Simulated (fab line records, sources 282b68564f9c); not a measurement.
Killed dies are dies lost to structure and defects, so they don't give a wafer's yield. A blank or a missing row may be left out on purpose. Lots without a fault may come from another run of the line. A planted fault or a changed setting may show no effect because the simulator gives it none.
Which tool did it? | flow rit_cmos | 14 lots, 42 wafers sampled, at 2 steps of a route of 202

WHAT THE GAUGES READ, wafer by wafer
The record holds no reading of a measuring or inspecting step that can be judged against a usual standard deviation.

WHICH TOOL RAN EACH LOT (tool, then ch and the chambers of the sampled wafers, then the start)
lot  | RIT_PRETRO_HARDBAKE_07           | RIT_M1_PROBE_99
L130 | litho_track-01 ch 0, day 2 06:32 | -
L131 | litho_track-02 ch 0, day 2 12:56 | -
L132 | litho_track-04 ch 0, day 2 17:05 | -
L133 | litho_track-04 ch 0, day 2 23:37 | -
L134 | litho_track-01 ch 0, day 3 03:12 | -
L135 | litho_track-01 ch 0, day 3 08:11 | -
L141 | litho_track-01 ch 0, day 4 13:43 | -
L142 | litho_track-01 ch 0, day 4 19:44 | -
L144 | litho_track-01 ch 0, day 5 05:38 | -
L145 | litho_track-02 ch 0, day 5 09:29 | -
L146 | litho_track-04 ch 0, day 5 15:32 | prober-02, day 6 17:14
L147 | litho_track-04 ch 0, day 5 19:57 | -
L148 | litho_track-04 ch 0, day 6 01:46 | -
L152 | litho_track-04 ch 0, day 6 21:19 | -
- RIT_PRETRO_HARDBAKE_07: time 120 s.
- RIT_M1_PROBE_99

WHAT THE TOOLS THEMSELVES READ (means of the sampled wafers that have a number; where no wafer has one, the mark that the record gives instead)
RIT_PRETRO_HARDBAKE_07.
lot  | tool           | heater_power_total_W (W) | plate_temp_C (C)
L130 | litho_track-01 | 52.08                    | 140.04
L131 | litho_track-02 | 51.99                    | 139.96
L132 | litho_track-04 | 52.02                    | 140.15
L133 | litho_track-04 | 52.04                    | 139.97
L134 | litho_track-01 | 52.06                    | 140.10
L135 | litho_track-01 | 52.05                    | 139.95
L141 | litho_track-01 | 56.95                    | 150.44
L142 | litho_track-01 | 57.02                    | 150.31
L144 | litho_track-01 | 57.00                    | 150.27
L145 | litho_track-02 | 52.07                    | 140.09
L146 | litho_track-04 | 51.95                    | 140.08
L147 | litho_track-04 | 52.05                    | 139.87
L148 | litho_track-04 | 52.03                    | 140.18
L152 | litho_track-04 | 52.03                    | 140.11

RIT_M1_PROBE_99.
lot  | tool      | killed_at_M0_to_M3 | killed_at_contacts | killed_at_front_end | killed_dies | killed_open | killed_short
L146 | prober-02 | 0.0                | 0.0                | 10                  | 10          | 4.3         | 6.0

THE ANSWER, worked out from the rows above alone
Rule: what is usual is taken from the lots themselves. Put in order of their means at a reading, lots are off if they are a third of the lots or fewer, leave a main group of 4 or more, and stand apart from it by a gap of 3 or more times the standard deviation of the main group's means; of several such gaps the widest counts. A main group whose means are all the same, to the digits that the tables above print for the reading, isn't used. A lot without any number at a reading at which 4 lots or more have one is off too. The other lots that the step has rows for count as sound. The gauges are gone through in route order, then the tools' own readings, and for those a lot's mean is taken as printed above. The first step at which some lot is off is used, and at that step the reading that is off furthest; a lot without a number counts as furthest.
Off: L141, L142, L144, at RIT_PRETRO_HARDBAKE_07 (heater_power_total_W). The main group: mean 52.03 W, standard deviation 0.035.
A tool fits if, at that step or a process step before it, it ran every lot that is off, and no sound lot after the first of them. One fits: litho_track-01 at RIT_PRETRO_HARDBAKE_07. Its last sound lot is L135 (day 3 08:11), its first lot that is off L141 (day 4 13:43): a fault that began between those two fits.
The tool's own readings at RIT_PRETRO_HARDBAKE_07 bear it out: on the lots that are off they differ by more than 5 times the standard deviation of the sound lots' means. heater_power_total_W reads 56.99 W there against 52.03 W on the sound lots; plate_temp_C reads 150.34 C there against 140.05 C on the sound lots.

WHAT THE SIMULATOR HAD PUT IN
Process parameter drift: litho_track-01, from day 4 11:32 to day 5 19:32, at RIT_PRETRO_HARDBAKE_07. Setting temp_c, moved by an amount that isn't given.
Lots struck among those shown: L141, L142, L144. The rule above found the same.
